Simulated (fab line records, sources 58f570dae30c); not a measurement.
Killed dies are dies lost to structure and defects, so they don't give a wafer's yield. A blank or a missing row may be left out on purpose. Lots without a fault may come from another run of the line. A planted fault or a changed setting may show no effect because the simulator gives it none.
fab line records | flow berkeley_cmos170
record lots=5 wafers=23
route steps=331 shown PLDD@153 NLDD@167 SPACER@173 PSD@183 BACKSIDE@200 SDANNEAL@204 SILICIDE@211 CONTACT@217
start_h: hours from the record's first day to the start of the lot's first wafer shown | wait_h: hours since the lot's step before | " the same as in the row above | L1.1+2: a row that stands for several wafers | - no value, or no start given | * or withheld: withheld | < > ~ a bound
route shown NAME@n: a module of which the file shows steps, and the number in the route of the first | usual: mean/standard deviation of fault-free wafers | same: alike in all rows | chamber/n: place in a boat | sites: the reading at each site | _std_site: their standard deviation | _edge_site: outer sites' mean less inner sites' | radius_mm: how far each site lies from the wafer's centre | mask NAME#n: copy n | behind: the tool/chamber that last shaped the wafer | hold: why the lot was held/for how many hours/how that ended | device: the transistor (n, p or np) that didn't switch | end of line: the same wafers' tests at the end of the route | a step without rows: its recipe alone | killed: dies lost to structure and defects at the first sort, not the wafer's yield | map: a wafer's dies, x killed, . not, _ none there
set.NAME: the setting as run; set.NAME@STEP: as run at that earlier step | model.NAME: the simulator's own value behind a step, which no gauge read
lots whose settings were changed on purpose; a table a step, a row a wafer
## steps
# step UCB170_PLDD_IMPLANT_08
# recipe species=BF2 dose_cm2=5e+13 energy_kev=10 tilt_deg=7 rotation_deg=0
# columns lot.wafer tool chamber start_h wait_h set.energy_kev model.implant.rp_nm model.implant.drp_nm
L074.1+4 implanter-02 0 146.02 0.0 10 10.01 6.005
L074.3+5+6 " 0 " " 9.516 9.639 5.801
L075.1+4 implanter-01 0 160.52 0.0 10 10.22 6.005
L075.3+5+6 " 0 " " 9.843 10.1 5.939
L076.2+5 implanter-04 0 161.05 0.0 10 10.21 6.005
L076.3+4+6 " 0 " " 10.39 10.51 6.166
L081.2+3+4 implanter-01 0 174.97 0.0 10 10 6.005
L085.1+2 implanter-04 0 202.85 0.0 10 9.843 6.005
L085.3+4+6 " 0 " " 9.41 9.402 5.757
# step UCB170_PLDD_IMPLANT_09
# recipe species=BF2 dose_cm2=5e+13 energy_kev=10 tilt_deg=7 rotation_deg=180
# step UCB170_PLDD_STRIP_10
# recipe chemistry=O2 power_w=400 pressure_mtorr=3500 platen_temp_c=withheld o2_flow_sccm=400 overash_fraction=0.5
# usual strip_time_to_endpoint_s=21.63/0.058
# columns lot.wafer tool chamber start_h wait_h set.resist_thk_nm@PLDD_COAT_01 strip_time_to_endpoint_s
L074.1 plasma_asher-04 1 146.62 0.2 900 21.70
L074.3 " 0 " " 931.4 22.36
L074.4 " 1 " " 931.4 22.45
L074.5 " 0 " " 900 21.63
L074.6 " 1 " " 900 21.67
L075.1 plasma_asher-03 1 160.82 0.1 900 21.50
L075.3 " 0 " " 900 21.56
L075.4 " 1 " " 900 21.54
L075.5 " 0 " " 900 21.50
L075.6 " 1 " " 900 21.57
L076.2 plasma_asher-04 0 161.32 0.1 900 21.63
L076.3 " 0 " " 900 21.62
L076.4 " 1 " " 900 21.59
L076.5 " 0 " " 900 21.57
L076.6 " 1 " " 900 21.55
L081.2 plasma_asher-03 0 175.24 0.1 900 21.71
L081.3 " 1 " " 900 21.67
L081.4 " 0 " " 900 21.73
L085.1 plasma_asher-04 1 203.15 0.1 926.4 22.34
L085.2 " 0 " " 900 21.65
L085.3 " 0 " " 926.4 22.28
L085.4 " 1 " " 900 21.65
L085.6 " 0 " " 900 21.63
# step UCB170_NLDD_IMPLANT_09
# recipe species=As dose_cm2=5e+13 energy_kev=30 tilt_deg=7 rotation_deg=180
# columns lot.wafer tool chamber start_h wait_h set.dose_cm2
L074.1+4+5 implanter-01 0 148.46 0.1 5.245e+13
L074.3+6 " 0 " " 5e+13
L075.1+3+4+5+6 implanter-04 0 163.04 0.1 5e+13
L076.2+3 implanter-01 0 163.25 0.1 5e+13
L076.4+5+6 " 0 " " 4.905e+13
L081.2+3+4 implanter-04 0 177.04 0.1 5e+13
L085.1+4 implanter-03 0 205.07 0.1 4.773e+13
L085.2+3+6 " 0 " " 5e+13
# step UCB170_SPACER_ANNEAL_02
# recipe temp_c=900 time_s=1800 ambient=N2
# columns lot.wafer tool chamber start_h wait_h set.temp_c
L074.1+3+4+5+6 - - - 4.1 900
L075.1+3+4+5+6 - - - 4.0 900
L076.2+3+4+5+6 - - - 3.8 888.3
L081.2+3+4 furnace-02 0 182.29 4.6 900
L085.1+2+3+4+6 - - - 4.8 919.7
# step UCB170_PSD_IMPLANT_08
# recipe species=B dose_cm2=3e+15 energy_kev=20 tilt_deg=7
# columns lot.wafer tool chamber start_h wait_h set.energy_kev model.implant.rp_nm model.implant.drp_nm
L074.1+4+6 implanter-04 0 156.63 0.0 20 65.07 28.34
L074.3+5 " 0 " " 20.78 67.58 29.19
L076.2+4 implanter-04 0 170.45 0.0 20.57 68.7 28.95
L076.3+5+6 " 0 " " 20 66.82 28.34
L075.1+3+6 implanter-02 0 170.67 0.0 20.96 67.89 29.41
L075.4+5 " 0 " " 20 64.82 28.34
L081.2+3+4 implanter-02 0 185.37 0.0 20 67.44 28.34
L085.1+6 implanter-02 0 213.72 0.0 20.78 68.35 29.19
L085.2+3+4 " 0 " " 20 65.81 28.34
# step UCB170_PSD_STRIP_09
# recipe chemistry=O2 power_w=400 pressure_mtorr=3500 platen_temp_c=withheld o2_flow_sccm=400 overash_fraction=0.5
# usual strip_time_to_endpoint_s=29.38/0.056
# columns lot.wafer tool chamber start_h wait_h set.energy_kev@PSD_IMPLANT_08 strip_time_to_endpoint_s
L074.1 plasma_asher-01 1 156.78 0.1 20 29.40
L074.3 " 0 " " 20.78 29.72
L074.4 " 1 " " 20 29.46
L074.5 " 0 " " 20.78 29.77
L074.6 " 1 " " 20 29.37
L076.2 plasma_asher-01 1 170.58 0.1 20.57 29.58
L076.3 " 1 " " 20 29.36
L076.4 " 0 " " 20.57 29.60
L076.5 " 0 " " 20 29.30
L076.6 " 1 " " 20 29.38
L075.1 plasma_asher-02 0 170.82 0.1 20.96 29.79
L075.3 " 1 " " 20.96 29.74
L075.4 " 0 " " 20 29.36
L075.5 " 1 " " 20 29.40
L075.6 " 0 " " 20.96 29.80
L081.2 plasma_asher-01 1 185.50 0.1 20 29.28
L081.3 " 0 " " 20 29.35
L081.4 " 1 " " 20 29.34
L085.1 plasma_asher-01 0 213.87 0.1 20.78 29.81
L085.2 " 1 " " 20 29.52
L085.3 " 1 " " 20 29.43
L085.4 " 0 " " 20 29.43
L085.6 " 1 " " 20.78 29.79
# step UCB170_PSD_TW_MEAS_10
# usual PSD_TW=2336/10
# columns lot.wafer tool chamber start_h wait_h set.energy_kev@PSD_IMPLANT_08 PSD_TW
L074.1 film_metro-04 - 156.88 0.1 20 2327
L074.3 " - " " 20.78 2348
L074.4 " - " " 20 2324
L074.5 " - " " 20.78 2343
L074.6 " - " " 20 2325
L076.2 film_metro-02 - 170.69 0.1 20.57 2354
L076.3 " - " " 20 2342
L076.4 " - " " 20.57 2359
L076.5 " - " " 20 2347
L076.6 " - " " 20 2341
L075.1 film_metro-04 - 170.92 0.1 20.96 2350
L075.3 " - " " 20.96 2350
L075.4 " - " " 20 2327
L075.5 " - " " 20 2314
L075.6 " - " " 20.96 2351
L081.2 film_metro-04 - 185.61 0.1 20 2323
L081.3 " - " " 20 2329
L081.4 " - " " 20 2322
L085.1 film_metro-02 - 213.97 0.1 20.78 2358
L085.2 " - " " 20 2333
L085.3 " - " " 20 2327
L085.4 " - " " 20 2331
L085.6 " - " " 20.78 2349
# step UCB170_BACKSIDE_COAT_01
# recipe resist=KrF spin_rpm=1500 resist_thk_nm=900
# columns lot.wafer tool chamber start_h wait_h set.spin_rpm model.KrF_of_BACKSIDE_COAT_01.thk_nm
L074.1 litho_track-02 0 160.29 0.1 1500 899.3
L074.3 " 0 " " 1500 895.5
L074.4 " 0 " " 1500 899
L074.5 " 0 " " 1594 868.4
L074.6 " 0 " " 1594 870.9
L076.2 litho_track-02 0 173.33 0.1 1500 900.6
L076.3 " 0 " " 1576 875.9
L076.4 " 0 " " 1500 900.1
L076.5 " 0 " " 1576 878.9
L076.6 " 0 " " 1500 899.4
L075.1 litho_track-04 0 174.13 0.1 1500 899.1
L075.3 " 0 " " 1500 895.7
L075.4 " 0 " " 1500 900.5
L075.5 " 0 " " 1500 901
L075.6 " 0 " " 1500 900
L081.2 litho_track-04 0 188.76 0.1 1500 901.6
L081.3 " 0 " " 1500 900.9
L081.4 " 0 " " 1500 900.1
L085.1 litho_track-03 0 217.16 0.1 1500 903.2
L085.2 " 0 " " 1500 903.3
L085.3 " 0 " " 1500 904
L085.4 " 0 " " 1500 906.4
L085.6 " 0 " " 1500 904.8
# step UCB170_BACKSIDE_SOFTBAKE_02
# recipe resist=KrF temp_c=130 time_s=60
# step UCB170_BACKSIDE_STRIP_03
# recipe chemistry=O2 power_w=400 pressure_mtorr=3500 platen_temp_c=withheld o2_flow_sccm=400 overash_fraction=0.5
# usual strip_time_to_endpoint_s=21.98/0.064
# columns lot.wafer tool chamber start_h wait_h set.spin_rpm@BACKSIDE_COAT_01 strip_time_to_endpoint_s
L074.1 plasma_asher-03 0 160.59 0.1 1500 21.95
L074.3 " 1 " " 1500 21.86
L074.4 " 0 " " 1500 21.95
L074.5 " 1 " " 1594 21.22
L074.6 " 0 " " 1594 21.27
L076.2 plasma_asher-03 0 173.61 0.1 1500 21.99
L076.3 " 1 " " 1576 21.39
L076.4 " 0 " " 1500 21.97
L076.5 " 1 " " 1576 21.47
L076.6 " 0 " " 1500 21.95
L075.1 plasma_asher-01 1 174.43 0.1 1500 21.95
L075.3 " 1 " " 1500 21.86
L075.4 " 0 " " 1500 21.97
L075.5 " 1 " " 1500 22.00
L075.6 " 0 " " 1500 21.96
L081.2 plasma_asher-04 0 189.03 0.1 1500 22.02
L081.3 " 0 " " 1500 22.00
L081.4 " 1 " " 1500 21.95
L085.1 plasma_asher-01 1 217.46 0.1 1500 22.04
L085.2 " 0 " " 1500 22.04
L085.3 " 0 " " 1500 22.05
L085.4 " 1 " " 1500 22.11
L085.6 " 0 " " 1500 22.08
# step UCB170_BACKSIDE_CLEAN_04
# recipe chemistry=SPM temp_c=120 time_s=600
# step UCB170_SDANNEAL_RTA_00
# recipe temp_c=900 time_s=10 ambient=N2
# step UCB170_SDANNEAL_RS_MEAS_04
# recipe thk_meas_gauge=four-point-probe
# usual PLDD_RS=1030/4.1
# columns lot.wafer tool chamber start_h wait_h set.temp_c@SPACER_ANNEAL_02 PLDD_RS[ohm/sq]
L074.1 film_metro-03 - 161.25 0.1 900 1029
L074.3 " - " " 900 1033
L074.4 " - " " 900 1028
L074.5 " - " " 900 1036
L074.6 " - " " 900 1037
L076.2 film_metro-04 - 174.27 0.1 888.3 1071
L076.3 " - " " 888.3 1072
L076.4 " - " " 888.3 1071
L076.5 " - " " 888.3 1072
L076.6 " - " " 888.3 1072
L075.1 film_metro-03 - 175.07 0.1 900 1030
L075.3 " - " " 900 1033
L075.4 " - " " 900 1031
L075.5 " - " " 900 1031
L075.6 " - " " 900 1030
L081.2 film_metro-02 - 189.69 0.1 900 1034
L081.3 " - " " 900 1033
L081.4 " - " " 900 1033
L085.1 film_metro-04 - 218.10 0.1 919.7 958
L085.2 " - " " 919.7 961
L085.3 " - " " 919.7 968
L085.4 " - " " 919.7 964
L085.6 " - " " 919.7 963
# step UCB170_SDANNEAL_RS_MEAS_05
# recipe thk_meas_gauge=four-point-probe
# usual NLDD_RS=615.7/2.1
# columns lot.wafer tool chamber start_h wait_h set.dose_cm2@NLDD_IMPLANT_09 NLDD_RS[ohm/sq]
L074.1 film_metro-03 - 161.37 0.1 5.245e+13 605.9
L074.3 " - " " 5e+13 617.0
L074.4 " - " " 5.245e+13 605.9
L074.5 " - " " 5.245e+13 605.9
L074.6 " - " " 5e+13 615.5
L076.2 film_metro-04 - 174.39 0.1 5e+13 615.4
L076.3 " - " " 5e+13 615.6
L076.4 " - " " 4.905e+13 620.4
L076.5 " - " " 4.905e+13 620.4
L076.6 " - " " 4.905e+13 620.2
L075.1 film_metro-03 - 175.19 0.1 5e+13 617.1
L075.3 " - " " 5e+13 618.8
L075.4 " - " " 5e+13 615.3
L075.5 " - " " 5e+13 615.1
L075.6 " - " " 5e+13 614.1
L081.2 film_metro-02 - 189.81 0.1 5e+13 617.3
L081.3 " - " " 5e+13 618.5
L081.4 " - " " 5e+13 617.9
L085.1 film_metro-04 - 218.22 0.1 4.773e+13 617.3
L085.2 " - " " 5e+13 609.9
L085.3 " - " " 5e+13 608.3
L085.4 " - " " 4.773e+13 617.7
L085.6 " - " " 5e+13 610.1
# step UCB170_SILICIDE_SPUTTER_01
# recipe material=Ti target_thk_nm=30 time_s=25 power_w=1500 chamber_pressure_pa=0.5
# columns lot.wafer tool chamber start_h wait_h set.time_s model.Ti_of_SILICIDE_SPUTTER_01.thk_nm
L074.1 pvd_sputter-02 - 161.55 0.0 27.75 33.36
L074.3 " - " " 25 30.27
L074.4 " - " " 25 30.43
L074.5 " - " " 27.75 33.44
L074.6 " - " " 27.75 33.69
L076.2 pvd_sputter-03 - 174.56 0.0 27.19 33.53
L076.3 " - " " 27.19 33.48
L076.4 " - " " 25 31.14
L076.5 " - " " 25 30.81
L076.6 " - " " 27.19 33.32
L075.1 pvd_sputter-02 - 175.38 0.0 25 30.33
L075.3 " - " " 27.1 32.66
L075.4 " - " " 27.1 32.74
L075.5 " - " " 25 30.6
L075.6 " - " " 25 30.71
L081.2 pvd_sputter-03 - 189.98 0.0 25 30.1
L081.3 " - " " 25 30.05
L081.4 " - " " 25 29.64
L085.1 pvd_sputter-02 - 218.41 0.0 25 30.39
L085.2 " - " " 25 30.38
L085.3 " - " " 25 30.49
L085.4 " - " " 25 30.64
L085.6 " - " " 25 30.33
# step UCB170_SILICIDE_RS_MEAS_02
# recipe thk_meas_gauge=four-point-probe reads=Ti_of_SILICIDE_SPUTTER_01
# usual SILICIDE_TI_RS=25.9/0.35
# columns lot.wafer tool chamber start_h wait_h set.time_s@SILICIDE_SPUTTER_01 SILICIDE_TI_RS[ohm/sq]
L074.1 film_metro-04 - 161.58 0.0 27.75 23.0
L074.3 " - " " 25 25.8
L074.4 " - " " 25 25.6
L074.5 " - " " 27.75 22.9
L074.6 " - " " 27.75 22.7
L076.2 film_metro-04 - 174.61 0.0 27.19 22.9
L076.3 " - " " 27.19 22.9
L076.4 " - " " 25 24.9
L076.5 " - " " 25 25.2
L076.6 " - " " 27.19 23.0
L075.1 film_metro-02 - 175.41 0.0 25 25.8
L075.3 " - " " 27.1 23.6
L075.4 " - " " 27.1 23.6
L075.5 " - " " 25 25.5
L075.6 " - " " 25 25.4
L081.2 film_metro-02 - 190.11 0.1 25 26.1
L081.3 " - " " 25 26.2
L081.4 " - " " 25 26.6
L085.1 film_metro-02 - 218.51 0.1 25 25.8
L085.2 " - " " 25 25.8
L085.3 " - " " 25 25.7
L085.4 " - " " 25 25.6
L085.6 " - " " 25 25.9
# step UCB170_SILICIDE_THK_MEAS_03
# recipe thk_meas_gauge=xrf reads=Ti_of_SILICIDE_SPUTTER_01
# usual SILICIDE_TI_THK=30.5/0.37
# columns lot.wafer tool chamber start_h wait_h set.time_s@SILICIDE_SPUTTER_01 SILICIDE_TI_THK[nm]
L074.1 film_metro-04 - 161.70 0.1 27.75 33.9
L074.3 " - " " 25 30.7
L074.4 " - " " 25 31.0
L074.5 " - " " 27.75 33.9
L074.6 " - " " 27.75 34.2
L076.2 film_metro-04 - 174.72 0.1 27.19 33.9
L076.3 " - " " 27.19 33.9
L076.4 " - " " 25 31.6
L076.5 " - " " 25 31.1
L076.6 " - " " 27.19 33.8
L075.1 film_metro-02 - 175.53 0.1 25 30.5
L075.3 " - " " 27.1 32.8
L075.4 " - " " 27.1 32.9
L075.5 " - " " 25 30.9
L075.6 " - " " 25 31.0
L081.2 film_metro-02 - 190.22 0.1 25 30.4
L081.3 " - " " 25 30.3
L081.4 " - " " 25 29.9
L085.1 film_metro-02 - 218.63 0.1 25 30.6
L085.2 " - " " 25 30.6
L085.3 " - " " 25 30.5
L085.4 " - " " 25 30.8
L085.6 " - " " 25 30.5
# step UCB170_CONTACT_CVD_01
# recipe material=PSG target_thk_nm=700 temp_c=450 precursor=SiH4/O2/PH3 time_s=2820 pressure_mtorr=300 sih4_flow_sccm=60 o2_flow_sccm=90 ph3_flow_sccm=25
# columns lot.wafer tool chamber start_h wait_h set.time_s model.PSG_of_CONTACT_CVD_01.thk_nm
L074.1 - - - 0.0 2568 636.5
L074.3 " - " " 2568 637.7
L074.4 " - " " 2568 641.4
L074.5 " - " " 2568 639.2
L074.6 " - " " 2568 637.5
L076.2 - - - 0.0 3079 751.4
L076.3 " - " " 3079 755.7
L076.4 " - " " 3079 755
L076.5 " - " " 3079 752
L076.6 " - " " 3079 754.9
L075.1 - - - 0.5 2472 604.3
L075.3 " - " " 2472 602.9
L075.4 " - " " 2472 606.4
L075.5 " - " " 2472 603.6
L075.6 " - " " 2472 600.2
L081.2 lpcvd-01 1 190.89 0.3 2820 702.9
L081.3 " 1 " " 2820 701.4
L081.4 " 1 " " 2820 706.7
L085.1 - - - 0.8 3176 790.6
L085.2 " - " " 3176 790.5
L085.3 " - " " 3176 791.3
L085.4 " - " " 3176 787.7
L085.6 " - " " 3176 793.6
# step UCB170_CONTACT_THK_MEAS_02
# recipe reads=PSG_of_CONTACT_CVD_01
# usual CONTACT_PSG_THK=696/5.3
# columns lot.wafer tool chamber start_h wait_h set.time_s@CONTACT_CVD_01 CONTACT_PSG_THK[nm]
L074.1 film_metro-02 - - - 2568 636
L074.3 " - " " 2568 638
L074.4 " - " " 2568 641
L074.5 " - " " 2568 639
L074.6 " - " " 2568 638
L076.2 film_metro-02 - - - 3079 752
L076.3 " - " " 3079 756
L076.4 " - " " 3079 755
L076.5 " - " " 3079 752
L076.6 " - " " 3079 755
L075.1 film_metro-02 - - - 2472 605
L075.3 " - " " 2472 603
L075.4 " - " " 2472 607
L075.5 " - " " 2472 604
L075.6 " - " " 2472 600
L081.2 film_metro-02 - 192.68 0.0 2820 703
L081.3 " - " " 2820 702
L081.4 " - " " 2820 707
L085.1 film_metro-03 - - - 3176 791
L085.2 " - " " 3176 790
L085.3 " - " " 3176 791
L085.4 " - " " 3176 788
L085.6 " - " " 3176 793
# step UCB170_CONTACT_EXPOSE_12
# recipe mask_id=CONT target_cd_nm=700 na=0.5 sigma_outer=0.6 source_shape=conventional dose_mj=35
# columns lot.wafer tool chamber start_h wait_h mask set.dose_mj
L074.1+3+4+5+6 krf_scanner-02 0 165.17 - CONT#0 35
L076.2+3+4 krf_scanner-02 0 178.54 - CONT#0 37.1
L076.5+6 " 0 " " CONT#0 35
L075.1+3+4+5+6 krf_scanner-02 0 179.77 - CONT#0 35
L081.2+3+4 krf_scanner-02 0 194.11 - CONT#0 35
L085.1+2+4 krf_scanner-02 0 223.23 - CONT#0 36.99
L085.3+6 " 0 " " CONT#0 35
# step UCB170_CONTACT_PEB_13
# recipe peb_temp_c=130 peb_time_s=withheld resist=KrF
# step UCB170_CONTACT_DEVELOP_14
# recipe developer=TMAH develop_time_s=45 resist=KrF dev_temp_c=21
# step UCB170_CONTACT_CD_MEAS_15
# recipe target_cd_nm=700
# usual cd_nm=699.9/1.6
# columns lot.wafer tool chamber start_h wait_h set.dose_mj@CONTACT_EXPOSE_12 cd_nm
L074.1 cd_sem-02 - 165.56 - 35 702.3
L074.3 " - " " 35 701.9
L074.4 " - " " 35 701.8
L074.5 " - " " 35 701.4
L074.6 " - " " 35 703.5
L076.2 cd_sem-01 - 178.93 - 37.1 708.8
L076.3 " - " " 37.1 708.1
L076.4 " - " " 37.1 709.2
L076.5 " - " " 35 697.9
L076.6 " - " " 35 698.9
L075.1 cd_sem-01 - 180.16 - 35 700.6
L075.3 " - " " 35 699.5
L075.4 " - " " 35 699.3
L075.5 " - " " 35 699.4
L075.6 " - " " 35 699.1
L081.2 cd_sem-01 - 195.00 - 35 699.1
L081.3 " - " " 35 698.4
L081.4 " - " " 35 699.1
L085.1 cd_sem-01 - 223.62 - 36.99 708.9
L085.2 " - " " 36.99 709.0
L085.3 " - " " 35 698.5
L085.4 " - " " 36.99 709.5
L085.6 " - " " 35 699.2
## key
split step=UCB170_PLDD_IMPLANT_08 setting=energy_kev stated=10 by=wafer
response step=UCB170_PLDD_IMPLANT_08 reading=model.implant.rp_nm change=+0.0755 per=1% r=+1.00
response step=UCB170_PLDD_IMPLANT_08 reading=model.implant.drp_nm change=+0.0419 per=1% r=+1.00
split step=UCB170_NLDD_IMPLANT_09 setting=dose_cm2 stated=5e+13 by=wafer
response step=UCB170_SDANNEAL_RS_MEAS_05 reading=NLDD_RS change=-2 per=1% r=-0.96
split step=UCB170_SPACER_ANNEAL_02 setting=temp_c stated=900 by=lot
response step=UCB170_SDANNEAL_RS_MEAS_04 reading=PLDD_RS change=-31.2 per=1% r=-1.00
split step=UCB170_PSD_IMPLANT_08 setting=energy_kev stated=20 by=wafer
response step=UCB170_PSD_IMPLANT_08 reading=model.implant.rp_nm change=+0.646 per=1% r=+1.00
response step=UCB170_PSD_IMPLANT_08 reading=model.implant.drp_nm change=+0.22 per=1% r=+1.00
response step=UCB170_PSD_STRIP_09 reading=strip_time_to_endpoint_s change=* per=1% r=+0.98
response step=UCB170_PSD_TW_MEAS_10 reading=PSD_TW change=+5.65 per=1% r=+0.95
split step=UCB170_BACKSIDE_COAT_01 setting=spin_rpm stated=1500 by=wafer
response step=UCB170_BACKSIDE_COAT_01 reading=model.KrF_of_BACKSIDE_COAT_01.thk_nm change=-4.49 per=1% r=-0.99
response step=UCB170_BACKSIDE_STRIP_03 reading=strip_time_to_endpoint_s change=* per=1% r=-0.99
split step=UCB170_SILICIDE_SPUTTER_01 setting=time_s stated=25 by=wafer
response step=UCB170_SILICIDE_SPUTTER_01 reading=model.Ti_of_SILICIDE_SPUTTER_01.thk_nm change=+0.277 per=1% r=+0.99
response step=UCB170_SILICIDE_RS_MEAS_02 reading=SILICIDE_TI_RS change=-0.248 per=1% r=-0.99
response step=UCB170_SILICIDE_THK_MEAS_03 reading=SILICIDE_TI_THK change=+0.277 per=1% r=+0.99
split step=UCB170_CONTACT_CVD_01 setting=time_s stated=2820 by=lot
response step=UCB170_CONTACT_CVD_01 reading=model.PSG_of_CONTACT_CVD_01.thk_nm change=+7.11 per=1% r=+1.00
response step=UCB170_CONTACT_THK_MEAS_02 reading=CONTACT_PSG_THK change=+7.1 per=1% r=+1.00
split step=UCB170_CONTACT_EXPOSE_12 setting=dose_mj stated=35 by=wafer
response step=UCB170_CONTACT_CD_MEAS_15 reading=cd_nm change=+1.76 per=1% r=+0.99
split outside_this_file step=UCB170_PLDD_COAT_01 setting=resist_thk_nm
# split outside_this_file: this setting was split too, and the file shows its column; the key of that split is in another file
